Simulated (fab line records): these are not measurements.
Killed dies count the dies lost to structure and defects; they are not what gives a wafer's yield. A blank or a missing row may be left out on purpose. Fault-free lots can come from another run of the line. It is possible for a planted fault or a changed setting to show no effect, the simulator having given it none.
A struck lot beside a sound one :: flow rit cmos :: 19 out of 202 route steps
Sound: wafers L866.1, L866.2, L866.4. The struck wafers were L874.2, L874.3, L874.5. The cause is given at the end.
Order at every step that has rows: each side's tool, ch and its chambers, its first start. Under that, the readings that differ: sound wafers :: struck wafers :: difference of the means :: sigmas: that difference in standard deviations of wafers without a fault.
alike: words and numbers the same on both sides, and readings whose means are apart by under 2 such deviations; not compared: readings that were withheld, readings missing a value for some wafer, numbers with overlapping values and no deviation given by the record, and bounds like >300 which may hide the same value.
A row with sigmas, a row that says differs or no value, or rows on one side alone: a step with any of these is where the two part. When numbers do not overlap yet have no deviation, they are printed without sigmas and do not part them. A reading missing from all wafers of one side parts the sides only when that side holds two or more wafers.

first, 1 step without rows for these wafers: RIT_SILICIDE_WET_ETCH_00 (etches SiO2 in BOE, target depth 14 nm, time 15 s).
RIT_SILICIDE_SPUTTER_01: material Ti, target thk 30 nm, time 240 s.
  sound: pvd sputter-02 at day 5 19:20; struck: pvd sputter-02 at day 7 11:13
  alike: throttle valve pct
RIT_SILICIDE_RS_MEAS_02: uses a four-point probe to measure.
  sound: film metro-01 at day 5 19:29; struck: film metro-02 at day 7 11:23
  alike: SILICIDE_TI_RS
RIT_SILICIDE_THK_MEAS_03: measures by xrf.
  sound: film metro-01 at day 5 19:37; struck: film metro-02 at day 7 11:30
  alike: SILICIDE_TI_THK
RIT_SILICIDE_RTA_04: time 10 s, ramp up 5 s, ramp down 5 s.
  sound on rtp anneal-02 ch 0, day 5 19:40; struck on rtp anneal-02 ch 0, day 7 11:34
  alike: chamber o2 ppm, wafer_temp_C_max
then, 1 step without rows for these wafers: RIT_SILICIDE_WET_ETCH_05 (etches Ti in SPM, time 120 s).
RIT_SILICIDE_RTA_06: time 10 s, ramp up 5 s, ramp down 10 s.
  sound on rtp anneal-01 ch 0, day 5 19:47; struck on rtp anneal-01 ch 0, day 7 11:40
  alike: chamber o2 ppm, wafer_temp_C_max
RIT_CONTACT_CVD_00: deposits SiO2 from TEOS, target thk 400 nm, time 61 s.
  sound on pecvd-02 ch 0,1,2, day 5 19:51; struck on pecvd-03 ch 1,2, day 7 11:44
  alike: heater power w
RIT_CONTACT_THK_MEAS_01:
  sound: film metro-04 at day 5 19:54; struck: film metro-03 at day 7 11:47
  alike: CONTACT_TEOS_THK
then, 3 steps without rows for these wafers: RIT_CONTACT_HMDS_02 (prime time 60 s); RIT_CONTACT_COAT_03 (resist thk 1000 nm); RIT_CONTACT_SOFTBAKE_04 (time 60 s).
RIT_CONTACT_EXPOSE_05: exposes mask M11, target cd 1000 nm.
  sound on iline stepper-01 ch 0, day 5 20:32; struck on iline stepper-02 ch 0, day 7 12:19
  alike: mask
then, 2 steps without rows for these wafers: RIT_CONTACT_PEB_06; RIT_CONTACT_DEVELOP_07 (develop time 120 s).
RIT_CONTACT_CD_MEAS_08: target cd 1000 nm.
  sound: cd sem-02 at day 5 21:07; struck: cd sem-02 at day 7 12:49
  alike: cd nm
RIT_CONTACT_OVL_MEAS_09:
  sound: overlay-02 at day 5 21:14; struck: overlay-02 at day 7 12:56
reading: CONTACT_OVL (nm)
sound: -0.3 0.1 -0.7
struck: -5.2 -3.7 -4.2
difference: -4.1
sigmas: -3
then, 1 step without rows for these wafers: RIT_CONTACT_HARDBAKE_10 (time 60 s).
RIT_M1_PROBE_99:
  the record holds rows for the sound wafers here (prober-01, day 6 02:38) but none for the struck ones

== WHERE THEY PART ==
Earliest at RIT_CONTACT_OVL_MEAS_09; latest, in this record, at RIT_M1_PROBE_99.

WHY: what had been put in by the simulator
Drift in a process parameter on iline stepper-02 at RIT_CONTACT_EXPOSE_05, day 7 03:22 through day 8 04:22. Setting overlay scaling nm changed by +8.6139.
